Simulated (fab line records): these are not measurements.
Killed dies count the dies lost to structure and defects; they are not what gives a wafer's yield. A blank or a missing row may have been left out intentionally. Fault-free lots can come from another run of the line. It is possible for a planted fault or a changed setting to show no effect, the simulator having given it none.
Code-filled problem report in 8D (eight disciplines) form :: flow rit_cmos :: the parts of the form that need people (team, actions taken, sign-off) are left out

## 1. WHAT IS WRONG
Wafers without a fault read 3249.5 rpm, standard deviation 1.8; spin_speed_rpm at RIT_NSD_COAT_01 reads a mean of 3304.3 rpm on 6 wafers belonging to 2 lots. That puts it +30 standard deviations away from the usual mean.
The step: resist thk 1000 nm.
Earliest sighting: wafer L725.2 on litho_track-01 at day 4 00:10. Wafers with a number at this step in the record: 42, from 14 lots. Rule for "out" (also "out of limits"): further than 4 standard deviations from the usual mean. Any other wafer with a number is counted as sound.

## 2. WHAT IT IS, WHAT IT ISN'T
question: which readings at this step
is: spin_speed_rpm
is not: -

question: which lots
is: L725, L728
is not: L722, L723, L724, L726, L732, L734, L735, L736, L738, L740, L741, L744

question: which wafers of those lots
is: all that have a number
is not: -

question: read on which tools
is: litho_track-01
is not: litho_track-02, litho_track-03

question: when
is: from day 4 00:10
is not: up to then (9 sound wafers); but 27 sound wafers of L726, L732, L734, L735, L736, L738, L740, L741, L744 came after

## 3. SUSPECTS, AND WHAT RULES EACH OUT
Counting: a tool stays on the suspect list if, at a process step up to the reading, it processed all lots that are out and no sound lot following the first of them.
- litho_track-01 at RIT_NSD_COAT_01 (resist thk 1000 nm): ruled out as a lasting fault. Following L725 (day 4 00:10), the first lot on it that is out, the sound lots L744 were run on it.
Left after counting: nothing in the record.

## 4. THE CAUSE (what the simulator had put in)
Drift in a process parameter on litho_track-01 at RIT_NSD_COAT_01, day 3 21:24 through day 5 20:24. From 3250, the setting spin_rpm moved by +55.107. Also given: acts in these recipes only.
Counting ruled it out, wrongly.

## 5. THE EFFECT CHAIN, in route order
Each row: a reading whose mean over the struck wafers that have a number lies more than 3 standard deviations from the usual. Scope: only readings with a usual standard deviation given in the record; hours: median across lots of the time from each lot's start at the first step in this table that gives one to its start at this step; sigmas: change in usual standard deviations.
hours: 0
step: RIT_NSD_COAT_01
reading: spin_speed_rpm
usual: 3249.5 rpm
on struck wafers: 3304.3
change: +54.8
sigmas: +30
Its process steps:
- RIT_NSD_COAT_01: resist thk 1000 nm.

## 6. WHAT WOULD HAVE CAUGHT IT SOONER
In this record the first reading out of limits was taken at day 4 00:10, 3 hours after the fault began at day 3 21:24.
